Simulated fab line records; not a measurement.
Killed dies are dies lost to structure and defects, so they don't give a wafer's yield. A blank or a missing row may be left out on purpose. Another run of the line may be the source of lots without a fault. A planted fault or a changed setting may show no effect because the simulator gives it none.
The tool behind it: which one? :: flow berkeley-cmos170 :: 7 lots with 21 wafers sampled at 3 steps, on a route of 331 steps

WHAT EACH GAUGE READ, for each wafer
UCB170_M1_RS_MEAS_01: the measuring method here is four-point-probe.
lot: L105
measured: day 8 18:44
on: film-metro-01
M1_AL_RS (ohm/sq): 0.0484 0.0479 0.0479

lot: L106
measured: day 8 19:55
on: film-metro-01
M1_AL_RS (ohm/sq): 0.0487 0.0484 0.0482

lot: L111
measured: day 10 04:38
on: film-metro-01
M1_AL_RS (ohm/sq): 0.0478 0.0481 0.0473

lot: L110
measured: day 10 05:27
on: film-metro-03
M1_AL_RS (ohm/sq): 0.0489 0.0488 0.0486

lot: L118
measured: day 12 09:14
on: film-metro-01
M1_AL_RS (ohm/sq): 0.0479 0.0482 0.0478

lot: L121
measured: day 12 13:23
on: film-metro-01
M1_AL_RS (ohm/sq): 0.0241 0.0240 0.0243

lot: L126
measured: day 12 19:53
on: film-metro-03
M1_AL_RS (ohm/sq): 0.0474 0.0473 0.0476

TOOL THAT RAN EACH LOT (tool first, then ch and the chambers of the sampled wafers, then the start)
lot: L105
UCB170_NSD_STRIP_09: plasma-asher-02 ch 0,1, day 8 08:45
UCB170_M1_SPUTTER_00: pvd-sputter-01, day 8 18:40

lot: L106
UCB170_NSD_STRIP_09: plasma-asher-02 ch 0,1, day 8 09:32
UCB170_M1_SPUTTER_00: pvd-sputter-03, day 8 19:49

lot: L111
UCB170_NSD_STRIP_09: plasma-asher-02 ch 0,1, day 9 20:16
UCB170_M1_SPUTTER_00: pvd-sputter-02, day 10 04:35

lot: L110
UCB170_NSD_STRIP_09: plasma-asher-01 ch 0,1, day 9 20:45
UCB170_M1_SPUTTER_00: pvd-sputter-01, day 10 05:23

lot: L118
UCB170_NSD_STRIP_09: plasma-asher-02 ch 0,1, day 12 00:51
UCB170_M1_SPUTTER_00: pvd-sputter-01, day 12 09:08

lot: L121
UCB170_NSD_STRIP_09: plasma-asher-02 ch 0,1, day 12 01:37
UCB170_M1_SPUTTER_00: pvd-sputter-01, day 12 13:05

lot: L126
UCB170_NSD_STRIP_09: plasma-asher-01 ch 0,1, day 12 08:55
UCB170_M1_SPUTTER_00: pvd-sputter-03, day 12 19:46
- UCB170_NSD_STRIP_09: strips in O2.
- UCB170_M1_SPUTTER_00: material Al, target thk 600 nm, time 80 s.

THE ANSWER, worked out from the rows above alone
Rule: the usual values come from the lots themselves. Put in order of their means at a reading, lots are off if they are a third of the lots or fewer, leave a main group of 4 or more, and stand apart from it by a gap of 3 or more times the standard deviation of the main group's means; of several such gaps the widest counts. The tables above print the reading to a certain number of digits; a main group whose means all agree to those digits is not used. Also off: a lot with no number at a reading for which 4 or more lots have one. Any other lot the step has rows for is counted as sound.
Off: L121, seen at UCB170_M1_RS_MEAS_01 (M1_AL_RS). The main group has a mean of 0.0481 ohm/sq with a standard deviation of 0.00044.
If a tool, at a process step before that reading, ran all the lots that are off and no sound lot after the first of them, it fits. Gauges at UCB170_M1_RS_MEAS_01: tried the same way as those tools. Can't be told from this: 3 tools fit, plasma-asher-02 at UCB170_NSD_STRIP_09, pvd-sputter-01 at UCB170_M1_SPUTTER_00, film-metro-01 at UCB170_M1_RS_MEAS_01.

WHAT THE SIMULATOR HAD INSERTED
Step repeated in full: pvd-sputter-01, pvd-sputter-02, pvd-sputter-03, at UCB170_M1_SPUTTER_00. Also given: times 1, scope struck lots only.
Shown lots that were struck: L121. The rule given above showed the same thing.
